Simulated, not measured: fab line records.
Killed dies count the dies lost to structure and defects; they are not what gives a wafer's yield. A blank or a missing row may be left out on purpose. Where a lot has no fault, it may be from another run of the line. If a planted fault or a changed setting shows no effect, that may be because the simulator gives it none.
Check of tool commonality + flow berkeley cmos170 + 16 lots, 48 wafers sampled

## WHY THIS WAS OPENED
UCB170_CONTACT_OVL_MEAS_16, reading CONTACT_OVL: flagged on 4 of 16 lots. Fault-free wafers read 3 nm, with a standard deviation of 5.8.
Rule: flag the lot when none of its wafers has a number, or when each of its wafers that has one lies beyond 4 standard deviations from that mean. The rest of the lots are taken to be sound.

| lot  | measured     | on         | CONTACT_OVL (nm), wafer by wafer | flag    |
|------|--------------|------------|----------------------------------|---------|
| L776 | day 6 20:19  | overlay-01 | 6 -5 4                           |         |
| L777 | day 7 09:41  | overlay-01 | 9 1 3                            |         |
| L779 | day 7 12:10  | overlay-02 | 1 1 2                            |         |
| L780 | day 7 18:00  | overlay-01 | -3 0 -3                          |         |
| L781 | day 7 18:32  | overlay-02 | 4 7 -2                           |         |
| L782 | day 7 19:41  | overlay-02 | 14 -1 -2                         |         |
| L786 | day 9 04:11  | overlay-02 | -5 -3 0                          |         |
| L788 | day 9 14:07  | overlay-02 | 10 5 2                           |         |
| L789 | day 9 14:29  | overlay-01 | 7 -8 7                           |         |
| L790 | day 10 06:02 | overlay-01 | 8 8 5                            |         |
| L792 | day 10 17:31 | overlay-01 | -119 -120 -127                   | FLAGGED |
| L793 | day 10 19:04 | overlay-01 | 8 -2 2                           |         |
| L795 | day 11 02:55 | overlay-02 | -122 -122 -122                   | FLAGGED |
| L796 | day 11 03:14 | overlay-02 | -127 -122 -124                   | FLAGGED |
| L797 | day 11 14:28 | overlay-02 | -127 -127 -123                   | FLAGGED |
| L798 | day 12 03:58 | overlay-01 | -1 11 11                         |         |
Average over the flagged lots: -124 nm; offset from the usual -126 nm, equal to -22 standard deviations.

## WHICH TOOL EACH LOT WENT THROUGH
Before the reading, the record contains 2 process steps out of a 331-step route. Every cell lists first the tool, next ch and the chambers used by the sampled wafers, and last the start.
| lot  | flag    | UCB170_BACKSIDE_STRIP_03             | UCB170_CONTACT_EXPOSE_12          |
|------|---------|--------------------------------------|-----------------------------------|
| L776 |         | plasma asher-04 ch 0,1, day 6 15:13  | krf scanner-02 ch 0, day 6 19:49  |
| L777 |         | plasma asher-04 ch 0,1, day 7 03:47  | krf scanner-02 ch 0, day 7 09:09  |
| L779 |         | plasma asher-03 ch 0,1, day 7 04:25  | krf scanner-01 ch 0, day 7 11:17  |
| L780 |         | plasma asher-01 ch 0,1, day 7 12:52  | krf scanner-01 ch 0, day 7 17:25  |
| L781 |         | plasma asher-01 ch 0,1, day 7 13:14  | krf scanner-02 ch 0, day 7 18:00  |
| L782 |         | plasma asher-03 ch 0,1, day 7 13:26  | krf scanner-01 ch 0, day 7 19:10  |
| L786 |         | plasma asher-01 ch 0,1, day 8 21:31  | krf scanner-01 ch 0, day 9 03:41  |
| L788 |         | plasma asher-03 ch 0,1, day 9 08:37  | krf scanner-02 ch 0, day 9 13:37  |
| L789 |         | plasma asher-01 ch 0,1, day 9 08:38  | krf scanner-01 ch 0, day 9 13:59  |
| L790 |         | plasma asher-04 ch 0,1, day 9 21:53  | krf scanner-02 ch 0, day 10 05:09 |
| L792 | FLAGGED | plasma asher-03 ch 0,1, day 10 10:35 | krf scanner-01 ch 0, day 10 17:01 |
| L793 |         | plasma asher-03 ch 0,1, day 10 11:02 | krf scanner-02 ch 0, day 10 18:09 |
| L795 | FLAGGED | plasma asher-03 ch 0,1, day 10 21:44 | krf scanner-01 ch 0, day 11 02:25 |
| L796 | FLAGGED | plasma asher-04 ch 0,1, day 10 22:01 | krf scanner-01 ch 0, day 11 02:44 |
| L797 | FLAGGED | plasma asher-01 ch 0,1, day 11 07:20 | krf scanner-01 ch 0, day 11 13:40 |
| L798 |         | plasma asher-04 ch 0,1, day 11 21:57 | krf scanner-02 ch 0, day 12 03:25 |
What these steps do:
- UCB170_BACKSIDE_STRIP_03: strips in O2.
- UCB170_CONTACT_EXPOSE_12: exposes mask CONT, target cd 700 nm.
- UCB170_CONTACT_OVL_MEAS_16

## FLAGGED AGAINST TOTAL, ONE TOOL AT A TIME (gauges that did the reading follow at the end)
| step                       | tool            | lots run | flagged | share of the flagged lots | sound lots run after its first flagged lot |
|----------------------------|-----------------|----------|---------|---------------------------|--------------------------------------------|
| UCB170_BACKSIDE_STRIP_03   | plasma asher-01 | 5        | 1       | some                      | 0                                          |
| UCB170_BACKSIDE_STRIP_03   | plasma asher-03 | 6        | 2       | some                      | 1 (L793)                                   |
| UCB170_BACKSIDE_STRIP_03   | plasma asher-04 | 5        | 1       | some                      | 1 (L798)                                   |
| UCB170_CONTACT_EXPOSE_12   | krf scanner-01  | 9        | 4       | all                       | 0                                          |
| UCB170_CONTACT_EXPOSE_12   | krf scanner-02  | 7        | 0       | none                      | -                                          |
| UCB170_CONTACT_OVL_MEAS_16 | overlay-01      | 8        | 1       | some                      | 2 (L793,L798)                              |
| UCB170_CONTACT_OVL_MEAS_16 | overlay-02      | 8        | 3       | some                      | 0                                          |

## WHAT THE TABLE PERMITS
All flagged lots share 1 row of the table, namely krf scanner-01 at UCB170_CONTACT_EXPOSE_12.
- krf scanner-01 at UCB170_CONTACT_EXPOSE_12 ran 9 lots, 4 of them flagged. Last sound lot L789 at day 9 13:59, first flagged lot L792 at day 10 17:01; a fault beginning in between fits.
krf scanner-01 at UCB170_CONTACT_EXPOSE_12 is the single tool remaining.

## WHAT THE SIMULATOR HAD INSERTED
Scanner matching overlay: krf scanner-01, from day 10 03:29 on, at UCB170_CONTACT_EXPOSE_12. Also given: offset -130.
Struck lots among those shown: L792, L795, L796, L797. This agrees with what the rule above found.
